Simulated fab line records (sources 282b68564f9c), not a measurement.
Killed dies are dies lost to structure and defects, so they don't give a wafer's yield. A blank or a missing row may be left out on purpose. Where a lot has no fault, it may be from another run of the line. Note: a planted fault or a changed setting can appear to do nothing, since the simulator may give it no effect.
Which of the tools did it? / flow ritCmos / 15 lots, 45 wafers sampled, at 2 steps of a route of 202

WHAT THE GAUGES READ, wafer by wafer
RIT_GATE_THK_MEAS_09. Usual: GATE_POLY_THK typically reads 248.2 nm, with standard deviation 2.4.
lot=L216; measured=day 2 18:33; on=filmMetro-03; GATE_POLY_THK (nm)=252.8 249.6 251.4; flag=
lot=L217; measured=day 3 00:58; on=filmMetro-04; GATE_POLY_THK (nm)=250.4 252.5 251.7; flag=
lot=L218; measured=day 3 04:01; on=filmMetro-02; GATE_POLY_THK (nm)=246.7 245.9 245.4; flag=
lot=L219; measured=day 3 04:52; on=filmMetro-03; GATE_POLY_THK (nm)=249.6 248.6 247.8; flag=
lot=L221; measured=day 3 17:35; on=filmMetro-03; GATE_POLY_THK (nm)=247.6 247.2 247.9; flag=
lot=L222; measured=day 3 19:10; on=filmMetro-03; GATE_POLY_THK (nm)=250.4 251.3 249.7; flag=
lot=L223; measured=day 4 07:28; on=filmMetro-02; GATE_POLY_THK (nm)=250.4 250.6 252.3; flag=
lot=L224; measured=day 4 10:22; on=filmMetro-04; GATE_POLY_THK (nm)=244.9 246.5 244.7; flag=
lot=L226; measured=day 4 18:16; on=filmMetro-03; GATE_POLY_THK (nm)=248.8 248.9 246.8; flag=
lot=L227; measured=day 5 04:47; on=filmMetro-03; GATE_POLY_THK (nm)=248.0 248.5 247.2; flag=
lot=L228; measured=day 5 10:25; on=filmMetro-03; GATE_POLY_THK (nm)=500.8 500.1 502.7; flag=OFF
lot=L230; measured=day 5 16:46; on=filmMetro-04; GATE_POLY_THK (nm)=497.7 497.9 499.1; flag=OFF
lot=L232; measured=day 6 10:37; on=filmMetro-04; GATE_POLY_THK (nm)=245.6 245.9 247.1; flag=
lot=L236; measured=day 7 05:56; on=filmMetro-04; GATE_POLY_THK (nm)=499.1 501.1 500.2; flag=OFF
lot=L239; measured=day 7 17:07; on=filmMetro-02; GATE_POLY_THK (nm)=245.9 246.8 246.2; flag=

WHAT TOOL EACH LOT RAN ON (gives the tool, then ch and the chambers of the sampled wafers, and finally the start)
lot=L216; RIT_GATE_CVD_08=lpcvd-01 ch 1, day 2 16:56
lot=L217; RIT_GATE_CVD_08=lpcvd-01 ch 1, day 2 23:20
lot=L218; RIT_GATE_CVD_08=lpcvd-02 ch 1, day 3 02:23
lot=L219; RIT_GATE_CVD_08=lpcvd-01 ch 0, day 3 03:14
lot=L221; RIT_GATE_CVD_08=lpcvd-02 ch 1, day 3 15:56
lot=L222; RIT_GATE_CVD_08=lpcvd-01 ch 0, day 3 17:32
lot=L223; RIT_GATE_CVD_08=lpcvd-02 ch 0, day 4 05:02
lot=L224; RIT_GATE_CVD_08=lpcvd-02 ch 1, day 4 07:56
lot=L226; RIT_GATE_CVD_08=lpcvd-02 ch 1, day 4 15:50
lot=L227; RIT_GATE_CVD_08=lpcvd-02 ch 1, day 5 03:10
lot=L228; RIT_GATE_CVD_08=lpcvd-01 ch 0, day 5 05:23
lot=L230; RIT_GATE_CVD_08=lpcvd-02 ch 1, day 5 11:44
lot=L232; RIT_GATE_CVD_08=lpcvd-01 ch 1, day 6 08:11
lot=L236; RIT_GATE_CVD_08=lpcvd-02 ch 1, day 7 02:31
lot=L239; RIT_GATE_CVD_08=lpcvd-01 ch 1, day 7 14:42
- RIT_GATE_CVD_08: deposits poly-Si from SiH4, target thk 250 nm, time 2220 s.

WHAT THE TOOLS THEMSELVES READ (means of the sampled wafers that have a number; where no wafer has one, the mark that the record gives instead)
The record holds no such reading with a usual standard deviation.

THE ANSWER, worked out from the rows above alone
Rule: lot off if the mean of its wafers having a number is beyond 3 standard deviations from the usual mean. Also off: a lot with no number at a reading for which 4 or more lots have one. All remaining lots with rows at the step are treated as sound. After the gauges, taken in route order, come the tools' own readings; for these a lot's mean is taken, as printed above. The first step at which some lot is off is used, and at that step the reading that is off furthest; a lot without a number counts as furthest.
Off: L228, L230, L236, seen at RIT_GATE_THK_MEAS_09 (GATE_POLY_THK).
If a tool, at a process step before that reading, ran all the lots that are off and no sound lot after the first of them, it fits. Those tools and the gauges at RIT_GATE_THK_MEAS_09 are tried in the same way. No candidate that was tried fits.

WHAT THE SIMULATOR PUT IN
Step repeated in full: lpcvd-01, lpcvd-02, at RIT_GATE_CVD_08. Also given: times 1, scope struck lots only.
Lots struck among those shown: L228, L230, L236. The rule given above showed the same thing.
